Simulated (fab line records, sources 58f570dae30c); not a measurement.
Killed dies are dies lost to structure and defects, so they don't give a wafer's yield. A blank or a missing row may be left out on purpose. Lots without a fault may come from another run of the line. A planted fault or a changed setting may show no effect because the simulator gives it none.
Which tool did it? | flow berkeley_cmos170 | 24 lots, 72 wafers sampled, at 6 steps of a route of 331

WHAT THE GAUGES READ, wafer by wafer
UCB170_NWELL_THK_MEAS_02. Usual: NWELL_OXIDE_THK 26.4 nm, standard deviation 0.43.
lot  | measured    | on            | NWELL_OXIDE_THK (nm) | flag
L074 | day 1 22:38 | film_metro-02 | 26.1 25.8 25.8       |
L075 | day 2 06:51 | film_metro-02 | 27.1 26.9 27.2       |
L076 | day 2 10:43 | film_metro-04 | 26.1 25.9 26.4       |
L077 | day 2 12:49 | film_metro-02 | 26.4 26.0 26.5       |
L078 | day 2 18:07 | film_metro-04 | 26.0 26.4 26.7       |
L079 | day 3 02:18 | film_metro-04 | 26.8 26.9 27.1       |
L080 | day 3 09:10 | film_metro-03 | 26.4 26.5 26.6       |
L081 | day 3 12:57 | film_metro-03 | 25.9 25.9 25.9       |
L082 | day 3 17:16 | film_metro-03 | 26.3 26.5 26.6       |
L083 | day 3 21:49 | film_metro-02 | 26.7 26.5 26.9       |
L085 | day 4 03:18 | film_metro-03 | 26.3 26.0 26.2       |
L084 | day 4 03:22 | film_metro-03 | 26.7 26.4 26.6       |
L086 | day 4 13:13 | film_metro-03 | 26.1 26.6 26.5       |
L087 | day 4 18:55 | film_metro-03 | 26.6 26.7 26.7       |
L088 | day 4 18:55 | film_metro-02 | 26.3 26.5 25.7       |
L089 | day 5 03:51 | film_metro-03 | 25.7 26.5 26.1       |
L090 | day 5 07:14 | film_metro-03 | 25.9 25.4 25.4       |
L091 | day 5 12:50 | film_metro-03 | 26.5 26.6 26.1       |
L092 | day 5 16:34 | film_metro-04 | 26.3 26.9 26.5       |
L093 | day 5 22:32 | film_metro-04 | 26.2 26.8 26.9       |
L095 | day 6 06:44 | film_metro-02 | 26.9 26.3 26.8       |
L094 | day 6 06:46 | film_metro-04 | 26.3 26.1 26.8       |
L096 | day 6 11:22 | film_metro-02 | 25.6 25.4 25.7       |
L097 | day 6 16:06 | film_metro-02 | 25.8 25.7 26.1       |

UCB170_GATE_THK_MEAS_02. Usual: GATE_OXIDE_THK 6.57 nm, standard deviation 0.13.
lot  | measured     | on            | GATE_OXIDE_THK (nm) | flag
L074 | day 5 20:25  | film_metro-04 | 6.65 6.66 6.63      |
L075 | day 5 20:28  | film_metro-04 | 6.76 6.74 6.66      |
L076 | day 5 20:32  | film_metro-04 | 6.83 6.67 6.75      |
L077 | day 5 20:31  | film_metro-03 | 6.66 6.56 6.72      |
L078 | day 6 12:51  | film_metro-04 | 6.54 6.63 6.60      |
L079 | day 6 18:35  | film_metro-04 | 6.59 6.58 6.57      |
L080 | day 6 18:35  | film_metro-03 | 6.49 6.31 6.37      |
L081 | day 7 08:48  | film_metro-04 | 6.56 6.54 6.56      |
L082 | day 7 08:47  | film_metro-03 | 6.75 6.87 6.71      |
L083 | day 7 20:07  | film_metro-03 | 6.32 6.33 6.46      |
L085 | day 8 04:27  | film_metro-04 | 6.70 6.60 6.62      |
L084 | day 8 04:28  | film_metro-01 | 6.39 6.45 6.23      |
L086 | day 8 18:04  | film_metro-03 | 6.71 6.66 6.66      |
L087 | day 8 18:05  | film_metro-01 | 6.77 6.72 6.70      |
L088 | day 8 18:08  | film_metro-03 | 6.61 6.68 6.65      |
L089 | day 9 08:10  | film_metro-01 | 6.55 6.43 6.45      |
L090 | day 9 08:11  | film_metro-04 | 6.60 6.51 6.68      |
L091 | day 9 08:10  | film_metro-03 | 6.73 6.67 6.72      |
L092 | day 9 14:25  | film_metro-04 | 6.57 6.34 6.46      |
L093 | day 10 01:46 | film_metro-04 | 6.60 6.60 6.54      |
L095 | day 10 08:46 | film_metro-01 | 6.42 6.44 6.43      |
L094 | day 10 08:47 | film_metro-04 | 6.60 6.57 6.50      |
L096 | day 10 08:50 | film_metro-04 | 6.56 6.51 6.52      |
L097 | day 10 20:53 | film_metro-01 | 6.63 6.72 6.73      |

UCB170_CONTACT_CD_MEAS_15: target cd 700 nm. Usual: cd_nm 700.3 nm, standard deviation 1.4.
lot  | measured     | on        | cd_nm (nm)        | flag
L074 | day 7 06:51  | cd_sem-02 | 701.2 700.8 700.2 |
L075 | day 7 05:09  | cd_sem-01 | 702.0 701.4 701.4 |
L076 | day 7 06:42  | cd_sem-01 | 698.4 699.5 699.0 |
L077 | day 7 06:33  | cd_sem-02 | 700.5 702.1 702.6 |
L078 | day 7 15:56  | cd_sem-02 | 701.5 701.8 701.7 |
L079 | day 8 02:15  | cd_sem-01 | 702.6 703.8 703.0 |
L080 | day 8 02:52  | cd_sem-01 | 699.1 699.0 701.0 |
L081 | day 8 19:37  | cd_sem-01 | 700.7 698.8 698.7 |
L082 | day 8 19:20  | cd_sem-02 | 699.1 697.9 697.9 |
L083 | day 8 22:24  | cd_sem-02 | 700.3 700.3 698.1 |
L085 | day 9 12:37  | cd_sem-01 | 701.4 702.3 701.4 |
L084 | day 9 10:55  | cd_sem-01 | 701.2 701.3 702.1 |
L086 | day 9 20:29  | cd_sem-02 | 701.6 700.3 699.4 |
L087 | day 9 21:52  | cd_sem-02 | 700.3 700.7 701.0 |
L088 | day 9 21:37  | cd_sem-01 | 698.9 698.9 699.6 |
L089 | day 10 15:53 | cd_sem-01 | 696.8 698.7 699.5 |
L090 | day 10 15:41 | cd_sem-02 | 701.1 699.4 699.5 |
L091 | day 10 16:01 | cd_sem-02 | 699.7 700.0 699.4 |
L092 | day 10 22:23 | cd_sem-01 | 701.0 701.7 700.8 |
L093 | day 11 11:10 | cd_sem-02 | 699.2 701.1 700.5 |
L095 | day 11 16:55 | cd_sem-02 | 698.6 699.0 699.2 |
L094 | day 11 16:41 | cd_sem-01 | 700.4 700.2 700.7 |
L096 | day 11 17:00 | cd_sem-01 | 701.6 701.4 701.7 |
L097 | day 12 00:14 | cd_sem-02 | 701.8 702.5 701.5 |

UCB170_CONTACT_OVL_MEAS_16. Usual: CONTACT_OVL -2 nm, standard deviation 4.9.
lot  | measured     | on         | CONTACT_OVL (nm) | flag
L074 | day 7 06:58  | overlay-01 | -8 -4 -11        |
L075 | day 7 05:16  | overlay-02 | -1 0 0           |
L076 | day 7 06:48  | overlay-02 | 1 -4 3           |
L077 | day 7 06:40  | overlay-01 | 2 9 5            |
L078 | day 7 16:04  | overlay-01 | 5 -3 -4          |
L079 | day 8 02:22  | overlay-01 | -4 -6 -1         |
L080 | day 8 02:59  | overlay-01 | -5 -12 -7        |
L081 | day 8 19:43  | overlay-01 | 2 4 1            |
L082 | day 8 19:28  | overlay-02 | -6 1 -5          |
L083 | day 8 22:29  | overlay-02 | -8 -6 -9         |
L085 | day 9 12:43  | overlay-02 | 2 5 -5           |
L084 | day 9 11:01  | overlay-02 | 5 2 8            |
L086 | day 9 20:36  | overlay-02 | -4 -2 -9         |
L087 | day 9 21:59  | overlay-01 | -10 -2 -10       |
L088 | day 9 21:44  | overlay-02 | -4 -1 -4         |
L089 | day 10 16:00 | overlay-01 | 3 -3 -2          |
L090 | day 10 15:46 | overlay-02 | -2 -4 0          |
L091 | day 10 16:07 | overlay-02 | -7 3 -8          |
L092 | day 10 22:31 | overlay-01 | -5 -4 1          |
L093 | day 11 11:17 | overlay-01 | 3 3 2            |
L095 | day 11 17:02 | overlay-01 | -1 -2 6          |
L094 | day 11 16:46 | overlay-02 | -3 1 3           |
L096 | day 11 17:05 | overlay-02 | 2 -7 7           |
L097 | day 12 00:20 | overlay-01 | -7 -10 -6        |

WHICH TOOL RAN EACH LOT (tool, then ch and the chambers of the sampled wafers, then the start)
lot  | UCB170_SPACER_CVD_00            | UCB170_SDANNEAL_RTA_01
L074 | pecvd-03 ch 0,1,2, day 6 13:34  | rtp_anneal-01 ch 0, day 6 23:31
L075 | pecvd-03 ch 1,2, day 6 13:31    | rtp_anneal-02 ch 0, day 6 23:07
L076 | pecvd-04 ch 0,1, day 6 13:31    | rtp_anneal-02 ch 0, day 6 23:20
L077 | pecvd-01 ch 0,2, day 6 13:31    | rtp_anneal-01 ch 0, day 6 23:17
L078 | pecvd-03 ch 0,1, day 7 01:08    | rtp_anneal-02 ch 0, day 7 10:04
L079 | pecvd-01 ch 0,1,2, day 7 08:18  | rtp_anneal-01 ch 0, day 7 21:26
L080 | pecvd-03 ch 0,1,2, day 7 08:39  | rtp_anneal-02 ch 0, day 7 21:59
L081 | pecvd-04 ch 0,2, day 8 00:08    | rtp_anneal-02 ch 0, day 8 14:39
L082 | pecvd-01 ch 0,1, day 7 23:27    | rtp_anneal-01 ch 0, day 8 14:37
L083 | pecvd-03 ch 0,2, day 8 10:04    | rtp_anneal-01 ch 0, day 8 17:46
L085 | pecvd-03 ch 0,1,2, day 8 18:15  | rtp_anneal-01 ch 0, day 9 05:59
L084 | pecvd-01 ch 0,1, day 8 18:07    | rtp_anneal-02 ch 0, day 9 05:49
L086 | pecvd-03 ch 0,1,2, day 9 06:47  | rtp_anneal-02 ch 0, day 9 15:14
L087 | pecvd-01 ch 0,1, day 9 07:28    | rtp_anneal-01 ch 0, day 9 16:14
L088 | pecvd-04 ch 0,1,2, day 9 07:04  | rtp_anneal-01 ch 0, day 9 15:36
L089 | pecvd-01 ch 0,1, day 9 20:31    | rtp_anneal-02 ch 0, day 10 07:49
L090 | pecvd-03 ch 1,2, day 9 20:12    | rtp_anneal-01 ch 0, day 10 07:37
L091 | pecvd-04 ch 0,1, day 9 20:25    | rtp_anneal-01 ch 0, day 10 08:03
L092 | pecvd-04 ch 1,2, day 10 03:50   | rtp_anneal-02 ch 0, day 10 16:12
L093 | pecvd-01 ch 0,1,2, day 10 18:47 | rtp_anneal-01 ch 0, day 11 05:02
L095 | pecvd-03 ch 0,1,2, day 10 22:59 | rtp_anneal-01 ch 0, day 11 11:10
L094 | pecvd-03 ch 0,1, day 10 22:49   | rtp_anneal-02 ch 0, day 11 11:04
L096 | pecvd-01 ch 0,1,2, day 10 23:10 | rtp_anneal-02 ch 0, day 11 11:16
L097 | pecvd-01 ch 0,1,2, day 11 10:19 | rtp_anneal-01 ch 0, day 11 19:16
- UCB170_SPACER_CVD_00: deposits SiO2 from TEOS/O2, target thk 376 nm, time 47 s.
- UCB170_SDANNEAL_RTA_01: time 5 s.

WHAT THE TOOLS THEMSELVES READ (means of the sampled wafers that have a number; where no wafer has one, the mark that the record gives instead)
UCB170_SPACER_CVD_00. Usual: heater_power_w 265 W, standard deviation 48.
lot  | tool     | heater_power_w (W) | flag
L074 | pecvd-03 | 254                |
L075 | pecvd-03 | 310                |
L076 | pecvd-04 | 309                |
L077 | pecvd-01 | 243                |
L078 | pecvd-03 | 266                |
L079 | pecvd-01 | 234                |
L080 | pecvd-03 | 309                |
L081 | pecvd-04 | 300                |
L082 | pecvd-01 | 195                |
L083 | pecvd-03 | 264                |
L085 | pecvd-03 | 309                |
L084 | pecvd-01 | 190                |
L086 | pecvd-03 | 293                |
L087 | pecvd-01 | 200                |
L088 | pecvd-04 | 291                |
L089 | pecvd-01 | 222                |
L090 | pecvd-03 | 279                |
L091 | pecvd-04 | 307                |
L092 | pecvd-04 | 264                |
L093 | pecvd-01 | 207                |
L095 | pecvd-03 | 287                |
L094 | pecvd-03 | 263                |
L096 | pecvd-01 | 198                |
L097 | pecvd-01 | 229                |

UCB170_SDANNEAL_RTA_01. Usual: anneal_temp_c_max 1056.0, standard deviation 2.7; lamp_power_pct 37.1 %, standard deviation 0.9; wafer_temp_C_max 1053.8, standard deviation 1.3.
lot  | tool          | anneal_temp_c_max | lamp_power_pct (%) | wafer_temp_C_max | flag
L074 | rtp_anneal-01 | 1058.5            | 37.9               | 1053.0           |
L075 | rtp_anneal-02 | 1053.8            | 36.1               | 1054.9           |
L076 | rtp_anneal-02 | 1053.2            | 36.1               | 1055.5           |
L077 | rtp_anneal-01 | 1058.0            | 37.9               | 1052.7           |
L078 | rtp_anneal-02 | 1052.5            | 36.1               | 1055.4           |
L079 | rtp_anneal-01 | 1059.5            | 37.9               | 1053.1           |
L080 | rtp_anneal-02 | 1053.2            | 36.1               | 1054.8           |
L081 | rtp_anneal-02 | 1052.7            | 36.1               | 1055.5           |
L082 | rtp_anneal-01 | 1059.1            | 37.9               | 1052.2           |
L083 | rtp_anneal-01 | 1057.8            | 37.9               | 1052.1           |
L085 | rtp_anneal-01 | 1056.8            | 37.9               | 1052.5           |
L084 | rtp_anneal-02 | 1053.5            | 36.1               | 1054.3           |
L086 | rtp_anneal-02 | 1053.5            | 36.1               | 1054.2           |
L087 | rtp_anneal-01 | 1057.3            | 37.9               | 1053.6           |
L088 | rtp_anneal-01 | 1058.0            | 37.9               | 1053.1           |
L089 | rtp_anneal-02 | 1054.1            | 36.1               | 1054.5           |
L090 | rtp_anneal-01 | 1059.1            | 37.9               | 1053.6           |
L091 | rtp_anneal-01 | 1058.8            | 37.9               | 1052.9           |
L092 | rtp_anneal-02 | 1052.5            | 36.1               | 1054.4           |
L093 | rtp_anneal-01 | 1057.7            | 37.9               | 1053.7           |
L095 | rtp_anneal-01 | 1058.8            | 37.9               | 1052.6           |
L094 | rtp_anneal-02 | 1054.1            | 36.1               | 1055.2           |
L096 | rtp_anneal-02 | 1053.7            | 36.1               | 1055.1           |
L097 | rtp_anneal-01 | 1059.3            | 37.9               | 1052.3           |

THE ANSWER, worked out from the rows above alone
Rule: a lot is off if the mean of its wafers that have a number lies more than 3 standard deviations from the usual mean. A lot without any number at a reading at which 4 lots or more have one is off too. The other lots that the step has rows for count as sound. The gauges are gone through in route order, then the tools' own readings, and for those a lot's mean is taken as printed above. The first step at which some lot is off is used, and at that step the reading that is off furthest; a lot without a number counts as furthest.
No lot is off at any reading shown: from this, nothing can be told.

WHAT THE SIMULATOR HAD PUT IN
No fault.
